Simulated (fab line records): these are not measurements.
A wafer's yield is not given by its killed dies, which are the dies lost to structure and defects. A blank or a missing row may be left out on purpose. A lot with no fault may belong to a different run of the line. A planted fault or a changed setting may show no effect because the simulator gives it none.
fab line records | flow berkeley-cmos170 | part 2 of 2: steps 29 to 42 of 42
record lots=5 | wafers=15 | last-day=11
route steps=331 shown ACTIVE@63 PFIELD@79 FIELD@89 SACOX@97 SCREENOX@100 NVT@104
lots with no fault: from the same line, run without faults
start-h: the number of hours between the record's first day and the start of the first shown wafer of the lot | wait-h: how many hours have passed since the lot's step before this one | " as in the row above | L1.1+2: a row that stands for several wafers | - either no value or no given start | * or withheld: withheld | < > ~ a bound
route shown NAME@n: NAME is a module with steps in the file, n the number in the route of the first one | usual: mean/standard deviation of fault-free wafers | same: alike in all rows | chamber/n: place in a boat | sites: per-site readings | _std_site: their standard deviation | _edge_site: outer sites' mean less inner sites' | radius-mm: for every site, how far away it sits from the centre of the wafer | mask NAME#n: copy n | behind: tool/chamber where the wafer was last shaped | hold: reason for holding the lot/hours on hold/outcome of the hold | device: transistor that didn't switch, given as n, p or np | end of line: tests run on the same wafers once the route is complete | step lacking rows: just its recipe | killed: dies that structure and defects cost at the first sort, which is not the same as the wafer's yield | map: a wafer's dies, x killed, . not, _ none there
set.NAME: the run value of the setting; set.NAME@STEP: its run value at that earlier step | model.NAME: the simulator's own value behind a step, which no gauge read
certain route steps with their lots: each step a table, each wafer a row
services: from which hour (start-h, from the record's first day; less than 0 if before it) a tool's chamber was out of use, for how many hours, and why
## steps
# step UCB170_FIELD_THK_MEAS_02
# recipe reads=SiO2_of_FIELD_OXIDATION_01
# usual FIELD_OXIDE_THK=557/13
lot.wafer | tool          | chamber | start-h | wait-h | FIELD_OXIDE_THK[nm]
L075.4    | film-metro-02 | -       | 84.42   | 0.1    | 561
L075.5    | "             | -       | "       | "      | 560
L075.6    | "             | -       | "       | "      | 555
L080.2    | film-metro-02 | -       | 120.88  | 0.0    | 563
L080.5    | "             | -       | "       | "      | 568
L080.6    | "             | -       | "       | "      | 562
L088.1    | film-metro-02 | -       | 164.52  | 0.0    | 561
L088.2    | "             | -       | "       | "      | 559
L088.3    | "             | -       | "       | "      | 556
L091.2    | film-metro-04 | -       | 176.79  | 0.0    | 543
L091.4    | "             | -       | "       | "      | 547
L091.6    | "             | -       | "       | "      | 553
L089.3    | film-metro-02 | -       | 176.80  | 0.0    | 558
L089.4    | "             | -       | "       | "      | 554
L089.6    | "             | -       | "       | "      | 543
# step UCB170_FIELD_ANNEAL_03
# recipe temp-c=1000 | time-s=1200 | ambient=N2
lot.wafer  | tool       | chamber | start-h | wait-h
L075.4+5+6 | furnace-04 | 0       | 88.68   | 4.2
L080.2+5+6 | furnace-01 | 0       | 123.88  | 3.0
L088.1+2+3 | furnace-01 | 0       | 168.72  | 4.2
L089.3+4+6 | furnace-03 | 0       | 179.11  | 2.3
L091.2+4+6 | furnace-03 | 0       | 179.11  | 2.3
# step UCB170_FIELD_WET_ETCH_04
# recipe chemistry=dHF | dilution=10:1 | target=SiO2 | temp-c=25 | time-s=60
lot.wafer  | tool         | chamber | start-h | wait-h
L075.4+5+6 | wet-bench-02 | 3       | 90.06   | 0.0
L080.2+5+6 | wet-bench-02 | 3       | 125.36  | 0.1
L088.1+2+3 | wet-bench-02 | 2       | 170.05  | 0.0
L089.3+4+6 | wet-bench-02 | 2       | 180.44  | 0.0
L091.2+4+6 | wet-bench-02 | 1       | 180.44  | 0.0
# step UCB170_FIELD_WET_ETCH_05
# recipe chemistry=H3PO4 | target=Si3N4 | temp-c=160 | time-s=12600
# usual bath-guard-temp-C=160.2/0.41
lot.wafer | tool         | chamber | start-h | wait-h | bath-guard-temp-C
L075.4    | wet-bench-02 | 3       | 90.09   | 0.0    | 160.2
L075.5    | "            | 3       | "       | "      | 160.3
L075.6    | "            | 3       | "       | "      | 160.4
L080.2    | wet-bench-02 | 1       | 125.56  | 0.2    | 160.2
L080.5    | "            | 1       | "       | "      | 160.2
L080.6    | "            | 1       | "       | "      | 160.3
L088.1    | wet-bench-02 | 1       | 170.08  | 0.0    | 160.2
L088.2    | "            | 1       | "       | "      | 160.3
L088.3    | "            | 1       | "       | "      | 160.4
L089.3    | wet-bench-03 | 0       | 180.47  | 0.0    | 160.7
L089.4    | "            | 0       | "       | "      | 160.8
L089.6    | "            | 0       | "       | "      | 160.8
L091.2    | wet-bench-03 | 3       | 180.47  | 0.0    | 159.9
L091.4    | "            | 3       | "       | "      | 159.9
L091.6    | "            | 3       | "       | "      | 159.9
# step UCB170_FIELD_WET_ETCH_06
# recipe chemistry=BOE | dilution=5:1 | target=SiO2 | temp-c=25 | time-s=22
lot.wafer  | tool         | chamber | start-h | wait-h
L075.4+5+6 | wet-bench-03 | 0       | 93.60   | 0.0
L080.2+5+6 | wet-bench-04 | 2       | 129.07  | 0.0
L088.1+2+3 | wet-bench-03 | 2       | 173.59  | 0.0
L089.3+4+6 | wet-bench-02 | 1       | 183.97  | 0.0
L091.2+4+6 | wet-bench-02 | 3       | 183.97  | 0.0
# step UCB170_FIELD_THK_MEAS_90
# recipe reads=SiO2_of_FIELD_OXIDATION_01
# usual FIELD_OXIDE_LEFT_1_THK=441/13
lot.wafer | tool          | chamber | start-h | wait-h | FIELD_OXIDE_LEFT_1_THK[nm]
L075.4    | film-metro-03 | -       | 93.69   | 0.1    | 444
L075.5    | "             | -       | "       | "      | 444
L075.6    | "             | -       | "       | "      | 438
L080.2    | film-metro-03 | -       | 129.09  | 0.0    | 446
L080.5    | "             | -       | "       | "      | 451
L080.6    | "             | -       | "       | "      | 445
L088.1    | film-metro-03 | -       | 173.60  | 0.0    | 445
L088.2    | "             | -       | "       | "      | 442
L088.3    | "             | -       | "       | "      | 440
L091.2    | film-metro-03 | -       | 184.00  | 0.0    | 429
L091.4    | "             | -       | "       | "      | 432
L091.6    | "             | -       | "       | "      | 437
L089.3    | film-metro-04 | -       | 184.01  | 0.0    | 442
L089.4    | "             | -       | "       | "      | 438
L089.6    | "             | -       | "       | "      | 426
# step UCB170_SACOX_CLEAN_00
# recipe chemistry=dHF | dilution=25:1 | time-s=7.5
lot.wafer  | tool         | chamber | start-h | wait-h
L075.4+5+6 | wet-bench-02 | 3       | 93.72   | 0.0
L080.2+5+6 | wet-bench-01 | 3       | 129.14  | 0.0
L088.1+2+3 | wet-bench-02 | 2       | 173.66  | 0.1
L089.3+4+6 | wet-bench-02 | 2       | 184.05  | 0.0
L091.2+4+6 | wet-bench-02 | 0       | 184.05  | 0.0
# step UCB170_SACOX_OXIDATION_01
# recipe temp-c=900 | ambient=O2 | target-thk-a=144 | ox-time-s=2400
# same ox-time-s=2400
lot.wafer  | tool       | chamber | start-h | wait-h
L075.4+5+6 | furnace-02 | 0       | 93.90   | 0.2
L080.2+5+6 | furnace-01 | 0       | 132.30  | 3.1
L088.1+2+3 | furnace-01 | 0       | 176.89  | 3.2
L089.3+4+6 | furnace-03 | 0       | 186.04  | 2.0
L091.2+4+6 | furnace-03 | 0       | 186.04  | 2.0
# step UCB170_SACOX_THK_MEAS_02
# recipe reads=SiO2_of_SACOX_OXIDATION_01
# usual SACOX_OXIDE_THK=14.38/0.24
lot.wafer | tool          | chamber | start-h | wait-h | SACOX_OXIDE_THK[nm]
L075.4    | film-metro-03 | -       | 95.66   | 0.1    | 14.18
L075.5    | "             | -       | "       | "      | 14.19
L075.6    | "             | -       | "       | "      | 14.34
L080.2    | film-metro-03 | -       | 133.98  | 0.0    | 14.17
L080.5    | "             | -       | "       | "      | 14.11
L080.6    | "             | -       | "       | "      | 14.03
L088.1    | film-metro-01 | -       | 178.55  | 0.0    | 14.39
L088.2    | "             | -       | "       | "      | 14.40
L088.3    | "             | -       | "       | "      | 14.22
L091.2    | film-metro-03 | -       | 187.72  | 0.0    | 14.56
L091.4    | "             | -       | "       | "      | 14.76
L091.6    | "             | -       | "       | "      | 14.54
L089.3    | film-metro-01 | -       | 187.73  | 0.0    | 14.41
L089.4    | "             | -       | "       | "      | 14.51
L089.6    | "             | -       | "       | "      | 14.45
# step UCB170_SCREENOX_WET_ETCH_00
# recipe chemistry=dHF | dilution=25:1 | target=SiO2 | temp-c=25 | time-s=200
lot.wafer  | tool         | chamber | start-h | wait-h
L075.4+5+6 | wet-bench-02 | 3       | 95.70   | 0.0
L080.2+5+6 | wet-bench-03 | 2       | 134.03  | 0.0
L088.1+2+3 | wet-bench-01 | 0       | 178.61  | 0.1
L089.3+4+6 | wet-bench-02 | 1       | 187.77  | 0.0
L091.2+4+6 | wet-bench-02 | 0       | 187.77  | 0.0
# step UCB170_SCREENOX_OXIDATION_01
# recipe temp-c=900 | ambient=O2 | target-thk-a=144 | ox-time-s=2400
# same ox-time-s=2400
lot.wafer  | tool       | chamber | start-h | wait-h
L075.4+5+6 | furnace-02 | 0       | 100.42  | 4.7
L080.2+5+6 | furnace-03 | 0       | 138.07  | 4.0
L088.1+2+3 | furnace-02 | 0       | 180.54  | 1.9
L089.3+4+6 | furnace-04 | 0       | 188.63  | 0.8
L091.2+4+6 | furnace-04 | 0       | 188.63  | 0.8
# step UCB170_SCREENOX_THK_MEAS_02
# recipe reads=SiO2_of_SCREENOX_OXIDATION_01
# usual SCREENOX_OXIDE_THK=14.52/0.25
lot.wafer | tool          | chamber | start-h | wait-h | SCREENOX_OXIDE_THK[nm]
L075.4    | film-metro-02 | -       | 102.18  | 0.1    | 14.50
L075.5    | "             | -       | "       | "      | 14.81
L075.6    | "             | -       | "       | "      | 14.72
L080.2    | film-metro-01 | -       | 140.00  | 0.3    | 14.95
L080.5    | "             | -       | "       | "      | 14.72
L080.6    | "             | -       | "       | "      | 15.08
L088.1    | film-metro-01 | -       | 182.21  | 0.0    | 14.53
L088.2    | "             | -       | "       | "      | 14.61
L088.3    | "             | -       | "       | "      | 14.48
L091.2    | film-metro-02 | -       | 190.37  | 0.1    | 14.26
L091.4    | "             | -       | "       | "      | 14.30
L091.6    | "             | -       | "       | "      | 14.18
L089.3    | film-metro-01 | -       | 190.42  | 0.1    | 14.68
L089.4    | "             | -       | "       | "      | 14.47
L089.6    | "             | -       | "       | "      | 14.77
# step UCB170_SCREENOX_ANNEAL_03
# recipe temp-c=900 | time-s=900 | ambient=N2
lot.wafer  | tool       | chamber | start-h | wait-h
L075.4+5+6 | furnace-02 | 0       | 106.59  | 4.4
L080.2+5+6 | furnace-03 | 0       | 142.65  | 2.6
L088.1+2+3 | furnace-03 | 0       | 184.79  | 2.6
L089.3+4+6 | furnace-03 | 0       | 192.46  | 2.0
L091.2+4+6 | furnace-03 | 0       | 192.46  | 2.1
# step UCB170_NVT_HMDS_00
# recipe prime-time-s=60 | prime-temp-c=100
# usual prime-temp-c=100.01/0.13
lot.wafer | tool           | chamber | start-h | wait-h | prime-temp-c
L075.4    | litho-track-03 | 0       | 108.05  | 0.2    | 100.04
L075.5    | "              | 0       | "       | "      | 100.04
L075.6    | "              | 0       | "       | "      | 99.89
L080.2    | litho-track-03 | 0       | 143.93  | 0.0    | 99.91
L080.5    | "              | 0       | "       | "      | 99.81
L080.6    | "              | 0       | "       | "      | 99.99
L088.1    | litho-track-01 | 0       | 186.04  | 0.0    | 100.08
L088.2    | "              | 0       | "       | "      | 100.06
L088.3    | "              | 0       | "       | "      | 100.00
L091.2    | litho-track-01 | 0       | 193.77  | 0.1    | 100.02
L091.4    | "              | 0       | "       | "      | 99.88
L091.6    | "              | 0       | "       | "      | 99.93
L089.3    | litho-track-03 | 0       | 194.24  | 0.5    | 100.05
L089.4    | "              | 0       | "       | "      | 99.71
L089.6    | "              | 0       | "       | "      | 99.93
## services
tool            | chamber | start-h | hours | kind
furnace-04      | -       | 50.81   | 2.3   | pm
furnace-01      | -       | 53.22   | 4.3   | pm
krf-scanner-01  | -       | 56.86   | 1.0   | pm
furnace-03      | -       | 60.13   | 2.9   | pm
rie-diel-01     | 2       | 64.63   | 5.5   | repair
furnace-03      | -       | 77.20   | 51.4  | pm
krf-scanner-02  | -       | 85.02   | 0.8   | repair
plasma-asher-04 | -       | 88.25   | 4.6   | repair
rie-diel-01     | -       | 88.73   | 14.6  | pm
plasma-asher-01 | -       | 108.75  | 9.0   | pm
implanter-04    | -       | 109.04  | 15.3  | repair
rie-diel-01     | 3       | 113.18  | 8.3   | repair
implanter-04    | -       | 121.04  | 5.4   | repair
krf-scanner-02  | -       | 128.62  | 0.8   | pm
furnace-03      | -       | 128.62  | 3.7   | pm
wet-bench-02    | -       | 139.94  | 6.6   | repair
furnace-02      | -       | 161.67  | 2.7   | pm
krf-scanner-01  | -       | 164.53  | 0.8   | pm
furnace-02      | -       | 167.20  | 4.0   | pm
krf-scanner-01  | -       | 167.44  | 4.0   | pm
rie-diel-02     | 1       | 168.39  | 8.0   | repair
krf-scanner-02  | -       | 181.15  | 1.0   | pm
krf-scanner-02  | -       | 190.16  | 0.8   | repair
implanter-03    | -       | 191.76  | 2.3   | repair
